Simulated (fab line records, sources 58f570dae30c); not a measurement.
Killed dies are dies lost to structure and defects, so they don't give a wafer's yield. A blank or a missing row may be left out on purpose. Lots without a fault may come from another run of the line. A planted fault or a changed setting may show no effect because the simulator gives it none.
Which tool did it? | flow berkeley_cmos170 | 7 lots, 21 wafers sampled, at 3 steps of a route of 331

WHAT THE GAUGES READ, wafer by wafer
UCB170_V1_CD_MEAS_90: target cd 700 nm.
lot  | measured     | on        | cd_nm (nm)
L526 | day 8 01:26  | cd_sem-02 | 700.3 700.6 700.8
L533 | day 9 03:16  | cd_sem-01 | 701.0 700.3 699.4
L534 | day 9 15:56  | cd_sem-02 | 698.6 698.0 698.7
L535 | day 9 22:29  | cd_sem-01 | 698.9 697.7 698.4
L541 | day 10 15:31 | cd_sem-01 | 698.9 700.1 698.4
L545 | day 11 11:18 | cd_sem-02 | - - -
L546 | day 11 12:07 | cd_sem-02 | - - -

WHICH TOOL RAN EACH LOT (tool, then ch and the chambers of the sampled wafers, then the start)
lot  | UCB170_SDANNEAL_RTA_00           | UCB170_V1_CVD_00
L526 | rtp_anneal-02 ch 0, day 7 07:43  | pecvd-01 ch 0,1,2, day 7 22:43
L533 | rtp_anneal-01 ch 0, day 8 08:20  | pecvd-01 ch 0,1, day 8 22:41
L534 | rtp_anneal-02 ch 0, day 8 20:55  | pecvd-01 ch 0,2, day 9 13:07
L535 | rtp_anneal-02 ch 0, day 9 07:31  | pecvd-03 ch 0,1,2, day 9 19:02
L541 | rtp_anneal-02 ch 0, day 9 21:59  | pecvd-03 ch 1,2, day 10 11:34
L545 | rtp_anneal-01 ch 0, day 10 20:02 | pecvd-01 ch 0,1,2, day 11 08:34
L546 | rtp_anneal-01 ch 0, day 10 21:16 | pecvd-03 ch 0,1,2, day 11 08:43
- UCB170_SDANNEAL_RTA_00: time 10 s.
- UCB170_V1_CVD_00: deposits SiO2 from TEOS/O2, target thk 2000 nm, time 250 s.

THE ANSWER, worked out from the rows above alone
Rule: what is usual is taken from the lots themselves. Put in order of their means at a reading, lots are off if they are a third of the lots or fewer, leave a main group of 4 or more, and stand apart from it by a gap of 3 or more times the standard deviation of the main group's means; of several such gaps the widest counts. A main group whose means are all the same, to the digits that the tables above print for the reading, isn't used. A lot without any number at a reading at which 4 lots or more have one is off too. The other lots that the step has rows for count as sound.
Off: L545, L546, at UCB170_V1_CD_MEAS_90 (cd_nm). Without a number there: L545, L546. The main group: mean 699.3 nm, standard deviation 0.91.
A tool fits if, at a process step before that reading, it ran every lot that is off, and no sound lot after the first of them. The gauges at UCB170_V1_CD_MEAS_90 are tried like those tools. Can't be told from this: 2 tools fit, rtp_anneal-01 at UCB170_SDANNEAL_RTA_00, cd_sem-02 at UCB170_V1_CD_MEAS_90.

WHAT THE SIMULATOR HAD PUT IN
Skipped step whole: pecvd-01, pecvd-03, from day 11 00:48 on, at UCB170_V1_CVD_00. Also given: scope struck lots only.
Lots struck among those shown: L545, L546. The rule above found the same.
